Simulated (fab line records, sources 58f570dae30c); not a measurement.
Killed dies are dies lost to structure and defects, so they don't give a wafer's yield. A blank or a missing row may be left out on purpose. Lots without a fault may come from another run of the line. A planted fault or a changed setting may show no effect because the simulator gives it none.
Which tool did it? | flow berkeley_cmos170 | 7 lots, 21 wafers sampled, at 4 steps of a route of 331

WHAT THE GAUGES READ, wafer by wafer
UCB170_CONTACT_CD_MEAS_15: target cd 700 nm.
lot  | measured     | on        | cd_nm (nm)
L604 | day 7 23:33  | cd_sem-01 | 699.9 698.7 698.5
L611 | day 8 17:17  | cd_sem-01 | 702.4 700.7 699.3
L609 | day 8 17:32  | cd_sem-01 | 700.2 698.8 699.8
L613 | day 9 13:11  | cd_sem-02 | 700.6 700.7 701.6
L614 | day 9 16:43  | cd_sem-01 | 702.0 702.0 700.9
L618 | day 10 08:01 | cd_sem-02 | 708.0 706.2 700.2 707.6 705.9 700.1
L623 | day 11 16:35 | cd_sem-02 | 698.9 699.5 696.9

WHICH TOOL RAN EACH LOT (tool, then ch and the chambers of the sampled wafers, then the start)
lot  | UCB170_NLDD_STRIP_10                 | UCB170_CONTACT_STRIP_06              | UCB170_CONTACT_EXPOSE_12
L604 | plasma_asher-01 ch 0,1, day 7 06:28  | plasma_asher-02 ch 0,1, day 7 22:07  | krf_scanner-01 ch 0, day 7 23:01
L611 | plasma_asher-03 ch 0,1, day 7 21:38  | plasma_asher-02 ch 0,1, day 8 11:28  | krf_scanner-01 ch 0, day 8 15:31
L609 | plasma_asher-03 ch 0, day 7 22:08    | plasma_asher-03 ch 0,1, day 8 11:33  | krf_scanner-02 ch 0, day 8 15:45
L613 | plasma_asher-01 ch 0, day 8 19:17    | plasma_asher-01 ch 1, day 9 11:43    | krf_scanner-01 ch 0, day 9 12:38
L614 | plasma_asher-03 ch 0,1, day 9 02:50  | plasma_asher-01 ch 1, day 9 15:24    | krf_scanner-02 ch 0, day 9 16:19
L618 | plasma_asher-03 ch 0,1, day 9 17:26  | plasma_asher-03 ch 0,1, day 10 06:14 | krf_scanner-02 ch 0, day 10 07:37
L623 | plasma_asher-01 ch 0,1, day 10 22:49 | plasma_asher-01 ch 0, day 11 15:03   | krf_scanner-01 ch 0, day 11 16:06
- UCB170_NLDD_STRIP_10: strips in O2.
- UCB170_CONTACT_STRIP_06: strips in O2.
- UCB170_CONTACT_EXPOSE_12: exposes mask CONT, target cd 700 nm.

THE ANSWER, worked out from the rows above alone
Rule: what is usual is taken from the lots themselves. Put in order of their means at a reading, lots are off if they are a third of the lots or fewer, leave a main group of 4 or more, and stand apart from it by a gap of 3 or more times the standard deviation of the main group's means; of several such gaps the widest counts. A main group whose means are all the same, to the digits that the tables above print for the reading, isn't used. A lot without any number at a reading at which 4 lots or more have one is off too. The other lots that the step has rows for count as sound.
No lot is off at any reading shown: from this, nothing can be told.

WHAT THE SIMULATOR HAD PUT IN
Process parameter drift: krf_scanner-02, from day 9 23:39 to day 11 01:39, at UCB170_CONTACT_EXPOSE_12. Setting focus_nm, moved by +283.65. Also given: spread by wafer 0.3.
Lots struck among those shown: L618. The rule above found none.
